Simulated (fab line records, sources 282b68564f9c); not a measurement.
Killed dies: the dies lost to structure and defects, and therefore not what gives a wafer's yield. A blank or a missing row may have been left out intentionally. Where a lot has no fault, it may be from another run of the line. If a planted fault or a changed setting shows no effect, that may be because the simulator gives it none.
Which tool did it? | flow rit_cmos | 14 lots, 42 wafers sampled, at 3 steps of a route of 202

== WHAT THE GAUGES READ, wafer by wafer ==
RIT_NRETRO_OVL_MEAS_06.
lot  | measured    | on         | NRETRO_OVL (nm)
L509 | day 2 06:47 | overlay-02 | -1.0 1.1 1.5
L512 | day 2 21:03 | overlay-01 | -0.3 -0.3 0.2
L514 | day 3 07:28 | overlay-02 | 2.7 -0.8 0.9
L515 | day 3 12:11 | overlay-02 | 0.4 0.3 0.2
L517 | day 3 22:53 | overlay-01 | -3.1 -3.7 -2.6
L518 | day 4 02:12 | overlay-01 | -1.1 -0.3 -1.7
L520 | day 4 12:32 | overlay-01 | -2.9 -2.7 -2.4
L524 | day 5 08:43 | overlay-02 | -1.5 -1.5 -1.7
L525 | day 5 13:40 | overlay-02 | - - -
L526 | day 5 17:59 | overlay-02 | - - -
L529 | day 6 09:28 | overlay-01 | -0.5 0.5 0.1
L530 | day 6 14:20 | overlay-01 | 1.3 0.3 -0.8
L531 | day 6 19:52 | overlay-01 | 0.5 -0.4 -0.1
L532 | day 7 00:15 | overlay-02 | -0.6 1.0 -0.3

RIT_PRETRO_TW_MEAS_10.
lot  | measured    | on            | PRETRO_TW
L509 | day 2 08:57 | film_metro-01 | 483 484 482
L512 | day 2 23:40 | film_metro-03 | 473 471 472
L514 | day 3 09:46 | film_metro-03 | 471 471 469
L515 | day 3 14:28 | film_metro-02 | 483 483 483
L517 | day 4 01:16 | film_metro-03 | 468 470 471
L518 | day 4 04:35 | film_metro-01 | 483 487 484
L520 | day 4 14:50 | film_metro-01 | 484 484 484
L524 | day 5 11:22 | film_metro-03 | 471 470 473
L525 | day 5 15:52 | film_metro-03 | 1071 1065 1067
L526 | day 5 20:08 | film_metro-03 | 1070 1061 1068
L529 | day 6 11:45 | film_metro-01 | 481 482 484
L530 | day 6 16:37 | film_metro-02 | 486 486 488
L531 | day 6 22:28 | film_metro-01 | 482 484 481
L532 | day 7 02:32 | film_metro-03 | 470 472 469

== TOOL THAT RAN EACH LOT (tool first, then ch and the chambers of the sampled wafers, then the start) ==
lot  | RIT_NRETRO_COAT_01
L509 | litho_track-01 ch 0, day 2 06:05
L512 | litho_track-02 ch 0, day 2 20:11
L514 | litho_track-01 ch 0, day 3 06:48
L515 | litho_track-01 ch 0, day 3 11:19
L517 | litho_track-01 ch 0, day 3 21:49
L518 | litho_track-04 ch 0, day 4 01:29
L520 | litho_track-02 ch 0, day 4 11:41
L524 | litho_track-04 ch 0, day 5 07:53
L525 | litho_track-02, day 5 12:58
L526 | litho_track-02, day 5 17:08
L529 | litho_track-02 ch 0, day 6 08:37
L530 | litho_track-04 ch 0, day 6 13:36
L531 | litho_track-02 ch 0, day 6 19:02
L532 | litho_track-04 ch 0, day 6 23:22
- RIT_NRETRO_COAT_01: resist thk 1300 nm.

== AS READ BY THE TOOLS THEMSELVES (means over the sampled wafers that have a number; for cases with no such wafer, the mark the record gives instead) ==
RIT_NRETRO_COAT_01.
lot  | tool           | chill_plate_temp_C (C) | dispense_pressure_kPa (kPa) | spin_speed_rpm (rpm)
L509 | litho_track-01 | 22.98                  | 56                          | 1999.7
L512 | litho_track-02 | 23.04                  | 48                          | 2001.5
L514 | litho_track-01 | 23.04                  | 56                          | 1999.8
L515 | litho_track-01 | 22.90                  | 56                          | 2000.4
L517 | litho_track-01 | 22.91                  | 56                          | 1998.7
L518 | litho_track-04 | 22.97                  | 54                          | 2000.2
L520 | litho_track-02 | 23.02                  | 48                          | 1998.5
L524 | litho_track-04 | 23.01                  | 54                          | 2001.0
L525 | litho_track-02 | -                      | -                           | -
L526 | litho_track-02 | -                      | -                           | -
L529 | litho_track-02 | 22.87                  | 48                          | 2000.8
L530 | litho_track-04 | 23.07                  | 54                          | 2000.8
L531 | litho_track-02 | 23.10                  | 48                          | 1999.1
L532 | litho_track-04 | 23.02                  | 54                          | 2000.3

== THE ANSWER, worked out from the rows above alone ==
Rule: the lots themselves supply what counts as usual. The widest of any qualifying gaps counts: lots, ordered by their means at a reading, are off when they make up no more than a third of the lots, leave a main group of 4 or more, and stand apart from it by 3 or more times the standard deviation of that group's means. The tables above print the reading to a certain number of digits; a main group whose means all agree to those digits is not used. A lot without any number at a reading at which 4 lots or more have one is off too. The other lots that the step has rows for count as sound. Order of review: gauges by route order, followed by the tools' own readings, for which a lot's mean as printed above is used. The first step at which some lot is off is used, and at that step the reading that is off furthest; a lot without a number counts as furthest.
Off: at RIT_NRETRO_OVL_MEAS_06 (NRETRO_OVL), L525, L526. Without a number there: L525, L526. The main group: mean -0.5 nm, standard deviation 1.2.
A tool fits if, at a process step before that reading, it ran every lot that is off, and no sound lot after the first of them. The gauges at RIT_NRETRO_OVL_MEAS_06 aren't tried: what is off there is off at RIT_PRETRO_TW_MEAS_10 too, on other tools, and a gauge's error can't cause that. Not one of the candidates tried fits.

== WHAT HAD BEEN PUT IN BY THE SIMULATOR ==
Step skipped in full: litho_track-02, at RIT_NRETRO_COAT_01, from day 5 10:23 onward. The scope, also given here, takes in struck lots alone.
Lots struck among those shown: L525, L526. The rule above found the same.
